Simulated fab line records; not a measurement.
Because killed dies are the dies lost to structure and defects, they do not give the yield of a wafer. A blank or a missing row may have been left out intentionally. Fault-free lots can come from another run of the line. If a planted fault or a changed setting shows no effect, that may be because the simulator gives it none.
Matching of chambers / flow berkeley-cmos170 / 4 sister chambers for UCB170_V2_CMP_02 on cmp-02
The step polishes SiO2. 8 wafers are shown with their chamber, then 9 later ones without.

== WAFERS, EACH WITH ITS CHAMBER ==
wafer=L106.3; chamber=1; motor-current-A (A)=15.4; slurry-filter-dp-kPa (kPa)=13.37
wafer=L106.4; chamber=0; motor-current-A (A)=16.1; slurry-filter-dp-kPa (kPa)=13.69
wafer=L106.5; chamber=0; motor-current-A (A)=15.3; slurry-filter-dp-kPa (kPa)=13.58
wafer=L104.2; chamber=3; motor-current-A (A)=14.7; slurry-filter-dp-kPa (kPa)=13.61
wafer=L104.5; chamber=2; motor-current-A (A)=18.2; slurry-filter-dp-kPa (kPa)=13.62
wafer=L108.1; chamber=1; motor-current-A (A)=15.5; slurry-filter-dp-kPa (kPa)=13.47
wafer=L108.4; chamber=3; motor-current-A (A)=15.2; slurry-filter-dp-kPa (kPa)=13.60
wafer=L108.5; chamber=2; motor-current-A (A)=17.6; slurry-filter-dp-kPa (kPa)=13.36

== WAFERS WHOSE CHAMBER IS MISSING ==
wafer=L110.2; motor-current-A (A)=15.2; slurry-filter-dp-kPa (kPa)=13.60
wafer=L110.3; motor-current-A (A)=18.0; slurry-filter-dp-kPa (kPa)=13.76
wafer=L110.4; motor-current-A (A)=15.2; slurry-filter-dp-kPa (kPa)=13.49
wafer=L112.1; motor-current-A (A)=14.9; slurry-filter-dp-kPa (kPa)=13.44
wafer=L112.3; motor-current-A (A)=17.6; slurry-filter-dp-kPa (kPa)=13.60
wafer=L112.4; motor-current-A (A)=15.6; slurry-filter-dp-kPa (kPa)=13.51
wafer=L113.3; motor-current-A (A)=14.9; slurry-filter-dp-kPa (kPa)=13.29
wafer=L113.5; motor-current-A (A)=16.3; slurry-filter-dp-kPa (kPa)=13.50
wafer=L113.6; motor-current-A (A)=14.2; slurry-filter-dp-kPa (kPa)=13.41

== THE CHAMBER EACH PASSED THROUGH ==
wafer=L110.2; from the rows above=can't be placed: 3 or 0 or 1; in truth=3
wafer=L110.3; from the rows above=2; in truth=2
wafer=L110.4; from the rows above=can't be placed: 1 or 3 or 0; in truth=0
wafer=L112.1; from the rows above=can't be placed: 1 or 3 or 0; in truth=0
wafer=L112.3; from the rows above=2; in truth=2
wafer=L112.4; from the rows above=can't be placed: 1 or 0 or 3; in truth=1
wafer=L113.3; from the rows above=can't be placed: 1 or 3 or 0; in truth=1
wafer=L113.5; from the rows above=can't be placed: 0 or 1 or 3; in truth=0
wafer=L113.6; from the rows above=can't be placed: 3 or 1 or 0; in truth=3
Correctly placed: 2 of 9. Unplaceable from these rows: 7, with the true chamber sitting among the candidates in 7. Placed wrongly: 0.
How it was worked out, from the rows above alone: a wafer's distance from a chamber is the root of the sum, over the readings, of the square of ((its reading less the chamber's mean) divided by the reading's scatter). If the next closest chamber is less than 2 further off than the closest, the wafer can't be placed; otherwise it belongs to the closest. Each chamber's mean is taken over the wafers shown for it. The scatter is the square root of a quotient: the sum, over the shown wafers, of each reading's squared deviation from its chamber's mean, divided by wafers minus chambers.
